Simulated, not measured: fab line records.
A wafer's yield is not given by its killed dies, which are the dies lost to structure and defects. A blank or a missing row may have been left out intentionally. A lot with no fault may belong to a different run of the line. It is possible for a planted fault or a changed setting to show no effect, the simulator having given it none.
Comparing a struck lot with a sound one | flow rit-cmos | 44 steps out of a route of 202
Sound: wafers L384.2, L384.4, L384.6. Struck: wafers L387.2, L387.3, L387.5. The cause is named last.
Per side, at each step with rows, come the tool, then ch with its chambers, and then its first start. Under that, the readings that differ: sound wafers | struck wafers | difference of the means | sigmas: that difference in standard deviations of wafers without a fault.
alike: words and numbers the same on both sides, and readings whose means are apart by under 2 such deviations; not compared: readings that were withheld, readings missing a value for some wafer, numbers with overlapping values and no deviation given by the record, and bounds like >300 which may hide the same value.
A row with sigmas, a row that says differs or no value, or rows on one side alone: a step with any of these is where the two part. When numbers do not overlap yet have no deviation, they are printed without sigmas and do not part them. A reading that every wafer of one side lacks parts them only if that side has two wafers or more.

first, 3 steps without rows for these wafers: RIT_REOX_CLEAN_01 (cleans in dHF, time 30 s); RIT_REOX_CLEAN_02 (cleans in SC2, time 600 s); RIT_REOX_OXIDATION_03 (target thk 25.2 nm, ox time 5580 s).
RIT_REOX_THK_MEAS_04:
  sound: film-metro-02 at day 3 02:37; struck: film-metro-02 at day 3 17:56
  alike: REOX_OXIDE_THK
then, 6 steps without rows for these wafers: RIT_NLDD_HMDS_00 (prime time 60 s); RIT_NLDD_COAT_01 (resist thk 1000 nm); RIT_NLDD_SOFTBAKE_02 (time 60 s); RIT_NLDD_EXPOSE_03 (exposes mask M7, target cd 40700 nm); RIT_NLDD_PEB_04; RIT_NLDD_DEVELOP_05 (develop time 50 s).
RIT_NLDD_OVL_MEAS_06:
  sound: overlay-01 at day 3 03:31; struck: overlay-02 at day 3 19:01
  alike: NLDD_OVL
then, 1 step without rows for these wafers: RIT_NLDD_HARDBAKE_07 (time 60 s).
RIT_NLDD_IMPLANT_08:
  sound on implanter-03 ch 0, day 3 03:43; struck on implanter-04 ch 0, day 3 19:13
  reading            | sound                     | struck                      | difference | sigmas
  dose-ions-cm2      | 5e+14 5.004e+14 4.998e+14 | 3.596e+14 3.6e+14 3.596e+14 | -1.403e+14 | -99 or more
  faraday-current-uA | 1583 1622 1587            | 1168 1177 1125              | -441       | -14
  alike: beam-on-s, tilt-deg
RIT_NLDD_STRIP_09: strips in O2, time 180 s.
  sound on plasma-asher-03 ch 0,1, day 3 03:50; struck on plasma-asher-04 ch 0,1, day 3 19:21
  alike: chamber-pressure-mTorr, drypump-motor-current-A
  not compared: rf-hours-counter-h
RIT_NLDD_TW_MEAS_10:
  sound: film-metro-03 at day 3 04:02; struck: film-metro-03 at day 3 19:32
  reading | sound          | struck         | difference | sigmas
  NLDD_TW | 2483 2471 2488 | 2265 2255 2273 | -216       | -15
then, 6 steps without rows for these wafers: RIT_PLDD_HMDS_00 (prime time 60 s); RIT_PLDD_COAT_01 (resist thk 1000 nm); RIT_PLDD_SOFTBAKE_02 (time 60 s); RIT_PLDD_EXPOSE_03 (exposes mask M8, target cd 40900 nm); RIT_PLDD_PEB_04; RIT_PLDD_DEVELOP_05 (develop time 50 s).
RIT_PLDD_OVL_MEAS_06:
  sound: overlay-02 at day 3 05:02; struck: overlay-01 at day 3 20:26
  alike: PLDD_OVL
then, 2 steps without rows for these wafers: RIT_PLDD_HARDBAKE_07 (time 60 s); RIT_PLDD_IMPLANT_08.
RIT_PLDD_STRIP_09: strips in O2, time 180 s.
  sound on plasma-asher-03 ch 0, day 3 05:22; struck on plasma-asher-02 ch 0,1, day 3 20:46
  alike: chamber-pressure-mTorr, drypump-motor-current-A
  not compared: rf-hours-counter-h
RIT_PLDD_TW_MEAS_10:
  sound: film-metro-04 at day 3 05:33; struck: film-metro-01 at day 3 20:57
  alike: PLDD_TW
then, 4 steps without rows for these wafers: RIT_SPACER_CLEAN_00 (cleans in SC1, time 600 s); RIT_SPACER_CLEAN_01 (cleans in dHF, time 30 s); RIT_SPACER_CLEAN_02 (cleans in SC2, time 600 s); RIT_SPACER_CVD_03 (deposits Si3N4 from SiH2Cl2/NH3, target thk 250 nm, time 3300 s).
RIT_SPACER_THK_MEAS_04:
  sound: film-metro-02 at day 3 07:56; struck: film-metro-01 at day 3 23:22
  alike: SPACER_NITRIDE_THK
RIT_SPACER_ETCHBACK_05: etches Si3N4 in SF6/CHF3, stops on SiO2, target depth 250 nm, time 240 s.
  sound on rie-diel-02 ch 0,1,2, day 3 07:59; struck on rie-diel-01 ch 0,1,2, day 3 23:25
  alike: CHF3_flow_sccm, chamber-pressure-mTorr, drypump-motor-current-A, oes-product-au, rf-fwd-power-W, throttle-valve-pct
  not compared: rf-hours-counter-h
then, 6 steps without rows for these wafers: RIT_NSD_HMDS_00 (prime time 60 s); RIT_NSD_COAT_01 (resist thk 1000 nm); RIT_NSD_SOFTBAKE_02 (time 60 s); RIT_NSD_EXPOSE_03 (exposes mask M9, target cd 40700 nm); RIT_NSD_PEB_04; RIT_NSD_DEVELOP_05 (develop time 50 s).
RIT_NSD_OVL_MEAS_06:
  sound: overlay-02 at day 3 09:15; struck: overlay-01 at day 4 00:25
  alike: NSD_OVL
then, 2 steps without rows for these wafers: RIT_NSD_HARDBAKE_07 (time 60 s); RIT_NSD_IMPLANT_08.
RIT_NSD_STRIP_09: strips in O2, time 180 s.
  sound on plasma-asher-01 ch 0,1, day 3 09:35; struck on plasma-asher-02 ch 1, day 4 00:45
  alike: chamber-pressure-mTorr, drypump-motor-current-A
  not compared: rf-hours-counter-h
RIT_SDANNEAL_RS_MEAS_07: measures by four-point-probe.
  sound: film-metro-03 at day 3 12:04; struck: film-metro-04 at day 4 03:22
  reading          | sound             | struck            | difference | sigmas
  NLDD_RS (ohm/sq) | 151.3 151.6 151.2 | 196.2 196.3 195.9 | +44.8      | +80
RIT_M1_PROBE_99:
  sound: prober-01 at day 3 19:02; struck: prober-01 at day 4 10:49
  reading                             | sound             | struck            | difference | sigmas
  model.etest.nmos_0p15.r-on-ohm-um   | 1151 1125 1156    | 1319 1359 1305    | +184       |
  model.etest.nmos_0p3.r-on-ohm-um    | 2188 2161 2215    | 2332 2380 2377    | +175       |
  model.etest.nldd.rs-ohm-sq          | 368.7 367.1 357.5 | 515.2 515.3 538.7 | +158.6     |
  model.etest.nmos-turned.drive-ua-um | 323.8 335.1 334.2 | 226.3 220.1 205.6 | -113.7     |
  model.etest.nmos_0p15.drive-ua-um   | 460.2 471.2 460.3 | 408.5 402.5 399.9 | -60.3      |
  model.etest.nldd.line-ohm-um        | 117 115.5 113.4   | 162.5 161.3 169.5 | +49.1      |
  model.etest.nmos-narrow.drive-ua-um | 221.7 226.8 222.4 | 217.7 214 212.6   | -8.9       |
  model.etest.nmos_0p3.drive-ua-um    | 222.3 225.9 220.9 | 215.7 210.7 210.4 | -10.8      |
  alike: killed-at-contacts, killed-at-front-end, killed-dies, killed-open, killed-short

## WHERE THEY PART
First at RIT_NLDD_IMPLANT_08; last, within this record, at RIT_SDANNEAL_RS_MEAS_07. Later steps at which nothing parts them and some readings are alike: RIT_M1_PROBE_99.

WHY: what had been put in by the simulator
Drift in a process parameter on implanter-04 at RIT_NLDD_IMPLANT_08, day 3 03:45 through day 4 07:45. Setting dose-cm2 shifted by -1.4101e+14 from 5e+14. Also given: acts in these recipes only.
